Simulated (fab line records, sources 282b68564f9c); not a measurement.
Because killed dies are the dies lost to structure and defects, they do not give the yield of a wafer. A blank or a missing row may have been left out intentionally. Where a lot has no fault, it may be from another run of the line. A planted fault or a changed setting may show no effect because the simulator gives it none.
Tool commonality check :: flow rit cmos :: Lots sampled 14, wafers sampled 42

## THE REASON FOR OPENING IT
2 of 14 lots carry a flag on the reading NWELL_OVL at RIT_NWELL_OVL_MEAS_06. Fault-free wafers read 1.8 nm, with a standard deviation of 1.3.
Rule: flag the lot when none of its wafers has a number, or when each of its wafers that has one lies beyond 4 standard deviations from that mean. The rest of the lots are taken to be sound.

lot: L618
measured: day 2 01:12
on: overlay-02
NWELL_OVL (nm), wafer by wafer: 2.7 4.1 3.0
flag: 

lot: L619
measured: day 2 07:00
on: overlay-01
NWELL_OVL (nm), wafer by wafer: 4.0 3.5 2.5
flag: 

lot: L620
measured: day 2 12:05
on: overlay-01
NWELL_OVL (nm), wafer by wafer: 0.5 1.2 -1.2
flag: 

lot: L621
measured: day 2 16:20
on: overlay-02
NWELL_OVL (nm), wafer by wafer: 4.4 4.5 3.2
flag: 

lot: L623
measured: day 3 02:18
on: overlay-02
NWELL_OVL (nm), wafer by wafer: 2.6 1.4 2.2
flag: 

lot: L628
measured: day 4 03:19
on: overlay-02
NWELL_OVL (nm), wafer by wafer: -0.1 2.5 2.9
flag: 

lot: L629
measured: day 4 08:59
on: overlay-01
NWELL_OVL (nm), wafer by wafer: -178.5 -179.1 -178.8
flag: FLAGGED

lot: L630
measured: day 4 13:16
on: overlay-01
NWELL_OVL (nm), wafer by wafer: -177.0 -178.9 -177.4
flag: FLAGGED

lot: L632
measured: day 5 01:27
on: overlay-01
NWELL_OVL (nm), wafer by wafer: -1.0 -0.8 -0.2
flag: 

lot: L634
measured: day 5 09:40
on: overlay-02
NWELL_OVL (nm), wafer by wafer: 2.4 1.5 0.8
flag: 

lot: L635
measured: day 5 14:18
on: overlay-02
NWELL_OVL (nm), wafer by wafer: 1.7 3.6 2.8
flag: 

lot: L637
measured: day 6 02:53
on: overlay-01
NWELL_OVL (nm), wafer by wafer: 0.1 -0.5 1.1
flag: 

lot: L639
measured: day 6 11:52
on: overlay-01
NWELL_OVL (nm), wafer by wafer: 2.8 2.9 2.0
flag: 

lot: L640
measured: day 6 17:38
on: overlay-02
NWELL_OVL (nm), wafer by wafer: 2.9 2.2 2.0
flag: 
Flagged lots average -178.3 nm: -180.1 nm relative to the usual, that is -99 or more standard deviations.

## LOT BY LOT: THE TOOL USED
The record holds 1 process step before the reading, out of a route of 202 steps. Each cell gives the tool, then ch followed by the chambers the sampled wafers passed through, then the start.
lot: L618
flag: 
RIT_NWELL_EXPOSE_03: iline stepper-01 ch 0, day 2 00:47

lot: L619
flag: 
RIT_NWELL_EXPOSE_03: iline stepper-01 ch 0, day 2 06:34

lot: L620
flag: 
RIT_NWELL_EXPOSE_03: iline stepper-02 ch 0, day 2 11:39

lot: L621
flag: 
RIT_NWELL_EXPOSE_03: iline stepper-02 ch 0, day 2 15:55

lot: L623
flag: 
RIT_NWELL_EXPOSE_03: iline stepper-01 ch 0, day 3 01:52

lot: L628
flag: 
RIT_NWELL_EXPOSE_03: iline stepper-01 ch 0, day 4 02:53

lot: L629
flag: FLAGGED
RIT_NWELL_EXPOSE_03: iline stepper-02 ch 0, day 4 08:34

lot: L630
flag: FLAGGED
RIT_NWELL_EXPOSE_03: iline stepper-02 ch 0, day 4 12:51

lot: L632
flag: 
RIT_NWELL_EXPOSE_03: iline stepper-01 ch 0, day 5 01:01

lot: L634
flag: 
RIT_NWELL_EXPOSE_03: iline stepper-01 ch 0, day 5 09:14

lot: L635
flag: 
RIT_NWELL_EXPOSE_03: iline stepper-01 ch 0, day 5 13:52

lot: L637
flag: 
RIT_NWELL_EXPOSE_03: iline stepper-01 ch 0, day 6 02:29

lot: L639
flag: 
RIT_NWELL_EXPOSE_03: iline stepper-01 ch 0, day 6 11:26

lot: L640
flag: 
RIT_NWELL_EXPOSE_03: iline stepper-01 ch 0, day 6 17:13
What the steps here do:
- RIT_NWELL_EXPOSE_03: exposes mask M2, target cd 43900 nm.
- RIT_NWELL_OVL_MEAS_06

## FLAGGED AGAINST TOTAL, ONE TOOL AT A TIME (gauges that did the reading follow at the end)
step: RIT_NWELL_EXPOSE_03
tool: iline stepper-01
lots run: 10
flagged: 0
share of the flagged lots: none
sound lots run after its first flagged lot: -

step: RIT_NWELL_EXPOSE_03
tool: iline stepper-02
lots run: 4
flagged: 2
share of the flagged lots: all
sound lots run after its first flagged lot: 0

step: RIT_NWELL_OVL_MEAS_06
tool: overlay-01
lots run: 7
flagged: 2
share of the flagged lots: all
sound lots run after its first flagged lot: 3 (L632,L637,L639)

step: RIT_NWELL_OVL_MEAS_06
tool: overlay-02
lots run: 7
flagged: 0
share of the flagged lots: none
sound lots run after its first flagged lot: -

## WHAT THE TABLE ALLOWS
2 rows of the table ran every flagged lot: iline stepper-02 at RIT_NWELL_EXPOSE_03, overlay-01 at RIT_NWELL_OVL_MEAS_06.
- iline stepper-02 at RIT_NWELL_EXPOSE_03 ran 4 lots, 2 of them flagged. A fault beginning between L621 (day 2 15:55), its last sound lot, and L629 (day 4 08:34), its first flagged one, fits the data.
- overlay-01 at RIT_NWELL_OVL_MEAS_06 ran 7 lots, 2 of them flagged. Sound lots followed the first flagged one (L632, L637, L639) on it, something a lasting fault affecting the whole tool could not allow.
What remains is a single tool, iline stepper-02 at RIT_NWELL_EXPOSE_03.

## WHAT THE SIMULATOR HAD INSERTED
Scanner matching overlay: iline stepper-02, from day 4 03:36 on, at RIT_NWELL_EXPOSE_03. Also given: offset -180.
Struck lots among those shown: L629, L630. The rule given above showed the same thing.
